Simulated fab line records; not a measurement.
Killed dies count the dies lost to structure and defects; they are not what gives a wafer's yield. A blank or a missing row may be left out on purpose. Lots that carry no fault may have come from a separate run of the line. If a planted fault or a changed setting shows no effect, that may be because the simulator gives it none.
2 desks, one fault :: flow berkeley-cmos170 :: each desk has only its own numbers; what lay behind them comes last

## FROM THE METROLOGY DESK
Means of the sampled wafers that have a number, per lot and without regard to the tool the lot ran on: this is what the gauges read. The brackets show how far a lot's mean lies from the usual mean; more than 4 standard deviations puts the lot out of limits, marked OUT.
Columns: A = cd-nm at UCB170_ACTIVE_CD_MEAS_13, usual 1199.7 nm; B = ACTIVE_OVL at UCB170_ACTIVE_OVL_MEAS_14, usual 1 nm; C = cd-nm at UCB170_ACTIVE_CD_MEAS_90, usual 1199.7 nm; D = PFIELD_OVL at UCB170_PFIELD_OVL_MEAS_06, usual -3 nm
lot: L569
first seen here: day 5 07:04
A: 1198.2
B: 0
C: 1198.4
D: -6

lot: L571
first seen here: day 5 22:28
A: 1199.6
B: 5
C: 1199.9
D: -11

lot: L576
first seen here: day 6 19:16
A: 1198.8
B: 4
C: 1199.0
D: -

lot: L575
first seen here: day 6 19:31
A: 1201.0
B: -7
C: 1201.1
D: -

lot: L582
first seen here: day 7 19:27
A: 1197.9
B: -3
C: 1197.9
D: -2

lot: L586
first seen here: day 9 04:36
A: 1201.5
B: 6
C: 1201.8
D: -1
Result from this desk: across the 6 lots, nothing is out of limits.

## FOR THE TOOL OWNER'S DESK: litho-track-02
The tool's own readings at UCB170_PFIELD_DEVELOP_05 (develop time 45 s): means of the sampled wafers that have a number, for each lot that ran on this tool. The brackets show how far a lot's mean lies from the usual mean; more than 4 standard deviations puts the lot out of limits, marked OUT.
Columns: A = chill-plate-temp-C at UCB170_PFIELD_DEVELOP_05, usual 23.00 C; B = developer-temp-C at UCB170_PFIELD_DEVELOP_05, usual 20.98 C
lot: L571
first seen here: day 6 00:00
A: 23.01
B: 21.03
This desk's finding: nothing out of limits on the one lot.

## PUT TOGETHER
The metrology desk saw nothing out of limits.
The desk of the tool owner found nothing out of limits.

## WHAT HAD BEEN PUT IN BY THE SIMULATOR
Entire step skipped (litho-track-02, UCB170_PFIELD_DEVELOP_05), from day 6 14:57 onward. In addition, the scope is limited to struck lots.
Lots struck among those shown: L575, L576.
